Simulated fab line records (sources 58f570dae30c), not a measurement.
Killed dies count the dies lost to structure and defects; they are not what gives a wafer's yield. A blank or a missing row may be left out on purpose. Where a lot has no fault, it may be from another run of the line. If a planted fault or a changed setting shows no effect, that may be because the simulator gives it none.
Split-lot study	flow berkeley-cmos170	route with 331 steps; 5 lots, 27 wafers read

== SPLIT DETAILS ==
At UCB170_PWELL_ETCH_14 (etches Si3N4 in CH3F/Ar/O2, stops on SiO2, target depth 242 nm, time 151 s), the setting time-s was moved away from the recipe's 151 s on 12 of the 27 wafers read, by -25.8% to +41.0%. This setting was run at the recipe's value on the other wafers.

The reading is taken at the split's own step.

== THE READING ==
KrF_of_PWELL_COAT_08.thk-nm (the simulator's own value, which no gauge read), in nm, at UCB170_PWELL_ETCH_14 (etches Si3N4 in CH3F/Ar/O2, stops on SiO2, target depth 242 nm, time 151 s). There is no usual value for it anywhere in the file. The 15 wafers here that ran the recipe average 724.4 nm, standard deviation 2.4 nm.

wafer	tool, chamber at the split	time-s as run, s	against the recipe	KrF_of_PWELL_COAT_08.thk-nm, nm	against lot-mates on the recipe
L077.1	rie-diel-04, 1	151	recipe	727.4	-
L077.2	rie-diel-04, 2	151	recipe	724.1	-
L077.3	rie-diel-04, 3	181.9	+20.5%	693.5	-31.0
L077.4	rie-diel-04, 0	181.9	+20.5%	694.5	-30.0
L077.5	rie-diel-04, 2	151	recipe	721.9	-
L077.6	rie-diel-04, 1	181.9	+20.5%	697.8	-26.7
L075.1	rie-diel-03, 2	112	-25.8%	765.4	+42.2
L075.2	rie-diel-03, 3	112	-25.8%	765	+41.8
L075.3	rie-diel-03, 0	151	recipe	722.4	-
L075.4	rie-diel-03, 1	151	recipe	721.8	-
L075.5	rie-diel-03, 0	112	-25.8%	765.4	+42.2
L075.6	rie-diel-03, 3	151	recipe	725.3	-
L078.1	rie-diel-03, 0	151	recipe	720.8	-
L078.2	rie-diel-03, 2	212.9	+41.0%	657.8	-65.3
L078.3	rie-diel-03, 1	212.9	+41.0%	656.9	-66.2
L078.4	rie-diel-03, 3	212.9	+41.0%	657.4	-65.7
L078.5	rie-diel-03, 1	151	recipe	725.2	-
L078.6	rie-diel-03, 2	151	recipe	723.2	-
L080.1	rie-diel-01, 3	151	recipe	726.6	-
L080.2	rie-diel-01, 1	185.6	+22.9%	688.8	-35.9
L080.3	rie-diel-01, 0	151	recipe	724.2	-
L080.4	rie-diel-01, 0	185.6	+22.9%	687.9	-36.8
L080.5	rie-diel-01, 3	185.6	+22.9%	690.1	-34.6
L080.6	rie-diel-01, 1	151	recipe	723.3	-
L081.2	rie-diel-04, 0	151	recipe	725.4	-
L081.5	rie-diel-04, 3	151	recipe	730.6	-
L081.6	rie-diel-04, 2	151	recipe	724.5	-

FIT RESULTS
A straight line over all 27 wafers: KrF_of_PWELL_COAT_08.thk-nm changes by -1.59 nm for each +1% of time-s; r = -1.00; the points scatter about the line by 2.4 nm.
The same after taking each lot's own level away (the mean of its wafers on the recipe; 27 wafers): -1.59 nm for each +1%; r = -1.00; scatter 2 nm.
The reading moves by 65 nm for the largest change in time-s, on that fit.
From 723.07 to 726.83 nm: that is the span of the lots' own levels, equal to 1.6 times the standard deviation above.
Hence the lot-to-lot level has little effect on the slope; both slopes agree.
Check: for one of the wafers moved furthest among these (+41.0%), held out of the fit, the line's prediction against its lot-mates is -64.5 nm. Against them it came out at -65.3 nm.

== THE WHOLE CHAIN: every reading that the file lists as answering this split, in the file's order ==
step	what it does	reading	change (the file's fit)	r (the file's)
UCB170_PWELL_ETCH_14	etches Si3N4 in CH3F/Ar/O2, stops on SiO2, target depth 242 nm, time 151 s	KrF_of_PWELL_COAT_08.thk-nm (the simulator's own value, which no gauge read)	-1.58 nm for each +1% of the setting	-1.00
UCB170_PWELL_ETCH_14	etches Si3N4 in CH3F/Ar/O2, stops on SiO2, target depth 242 nm, time 151 s	SiO2_of_PWELL_OXIDATION_02.thk-nm (the simulator's own value, which no gauge read)	not straight: 23.44 at the lowest setting, 22.31 at the recipe, 6.024 at the highest	not given
UCB170_PWELL_STRIP_16	strips in O2	strip-time-to-endpoint-s	withheld for each +1% of the setting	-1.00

== THE FILE'S OWN FIT ==
KrF_of_PWELL_COAT_08.thk-nm changes by -1.58 nm for each +1% of time-s, r = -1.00.
